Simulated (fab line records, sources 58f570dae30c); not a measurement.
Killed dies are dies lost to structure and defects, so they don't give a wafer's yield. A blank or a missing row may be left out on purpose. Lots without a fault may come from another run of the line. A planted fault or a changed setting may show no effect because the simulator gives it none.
Which tool did it? | flow berkeley_cmos170 | 7 lots, 21 wafers sampled, at 2 steps of a route of 331

WHAT THE GAUGES READ, wafer by wafer
UCB170_SDANNEAL_RS_MEAS_05: measures by four-point-probe.
lot  | measured     | on            | NLDD_RS (ohm/sq)
L125 | day 7 07:29  | film_metro-01 | 615.6 615.0 615.6
L129 | day 8 11:56  | film_metro-04 | 617.8 616.4 618.3
L133 | day 9 08:46  | film_metro-03 | 616.7 616.9 616.7
L138 | day 10 17:05 | film_metro-03 | 537.1 537.7 537.3
L142 | day 10 21:44 | film_metro-01 | 614.4 615.5 614.9
L144 | day 11 19:23 | film_metro-03 | 618.4 619.0 616.8
L146 | day 12 01:38 | film_metro-03 | 615.4 615.6 616.6

WHICH TOOL RAN EACH LOT (tool, then ch and the chambers of the sampled wafers, then the start)
lot  | UCB170_NLDD_IMPLANT_09
L125 | implanter-04 ch 0, day 6 19:47
L129 | implanter-04 ch 0, day 7 23:55
L133 | implanter-04 ch 0, day 8 21:22
L138 | implanter-02 ch 0, day 10 02:43
L142 | implanter-01 ch 0, day 10 10:13
L144 | implanter-01 ch 0, day 11 07:27
L146 | implanter-04 ch 0, day 11 15:14
- UCB170_NLDD_IMPLANT_09

THE ANSWER, worked out from the rows above alone
Rule: what is usual is taken from the lots themselves. Put in order of their means at a reading, lots are off if they are a third of the lots or fewer, leave a main group of 4 or more, and stand apart from it by a gap of 3 or more times the standard deviation of the main group's means; of several such gaps the widest counts. A main group whose means are all the same, to the digits that the tables above print for the reading, isn't used. A lot without any number at a reading at which 4 lots or more have one is off too. The other lots that the step has rows for count as sound.
Off: L138, at UCB170_SDANNEAL_RS_MEAS_05 (NLDD_RS). The main group: mean 616.4 ohm/sq, standard deviation 1.1.
A tool fits if, at a process step before that reading, it ran every lot that is off, and no sound lot after the first of them. The gauges at UCB170_SDANNEAL_RS_MEAS_05 are tried like those tools. One fits: implanter-02 at UCB170_NLDD_IMPLANT_09. It ran no sound lot before its first lot that is off in this sample, so the start can't be narrowed down.

WHAT THE SIMULATOR HAD PUT IN
Process parameter drift: implanter-02, from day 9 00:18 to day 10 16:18, at UCB170_NLDD_IMPLANT_09. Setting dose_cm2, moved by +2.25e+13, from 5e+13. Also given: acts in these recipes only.
Lots struck among those shown: L138. The rule above found the same.
